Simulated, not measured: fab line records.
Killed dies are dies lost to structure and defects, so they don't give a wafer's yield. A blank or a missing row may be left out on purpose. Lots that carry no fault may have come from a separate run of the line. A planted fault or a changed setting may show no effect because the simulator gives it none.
Which tool is to blame?	flow berkeleyCmos170	7 lots, 21 wafers sampled, at 2 steps of a route of 331

WHAT EACH GAUGE READ, for each wafer
UCB170_FIELD_THK_MEAS_02.
lot	measured	on	FIELD_OXIDE_THK (nm)
L798	day 5 08:05	filmMetro-03	546 531 552
L800	day 6 04:50	filmMetro-04	558 560 564
L805	day 7 06:42	filmMetro-03	865 841 863
L809	day 8 10:41	filmMetro-04	834 858 837
L812	day 8 19:19	filmMetro-02	565 569 578
L815	day 9 12:49	filmMetro-02	563 553 557
L817	day 9 20:09	filmMetro-02	561 566 570

TOOL THAT RAN EACH LOT (tool first, then ch and the chambers of the sampled wafers, then the start)
lot	UCB170_FIELD_OXIDATION_01
L798	furnace-01 ch 0, day 5 05:05
L800	furnace-02 ch 0, day 6 01:50
L805	furnace-04 ch 0, day 6 23:26
L809	furnace-02 ch 0, day 8 00:49
L812	furnace-01 ch 0, day 8 16:17
L815	furnace-01 ch 0, day 9 09:48
L817	furnace-04 ch 0, day 9 17:08
- UCB170_FIELD_OXIDATION_01: target thk 558.3 nm, ox time 7200 s.

THE ANSWER, worked out from the rows above alone
Rule: what is usual is taken from the lots themselves. Put in order of their means at a reading, lots are off if they are a third of the lots or fewer, leave a main group of 4 or more, and stand apart from it by a gap of 3 or more times the standard deviation of the main group's means; of several such gaps the widest counts. The tables above print the reading to a certain number of digits; a main group whose means all agree to those digits is not used. A lot without any number at a reading at which 4 lots or more have one is off too. Any other lot the step has rows for is counted as sound.
Off: L805, L809, seen at UCB170_FIELD_THK_MEAS_02 (FIELD_OXIDE_THK). Main group: mean 560 nm, sd 9.4.
If a tool, at a process step before that reading, ran all the lots that are off and no sound lot after the first of them, it fits. The gauges at UCB170_FIELD_THK_MEAS_02 are tried like those tools. Of those tried, none fits.

WHAT THE SIMULATOR HAD PUT IN
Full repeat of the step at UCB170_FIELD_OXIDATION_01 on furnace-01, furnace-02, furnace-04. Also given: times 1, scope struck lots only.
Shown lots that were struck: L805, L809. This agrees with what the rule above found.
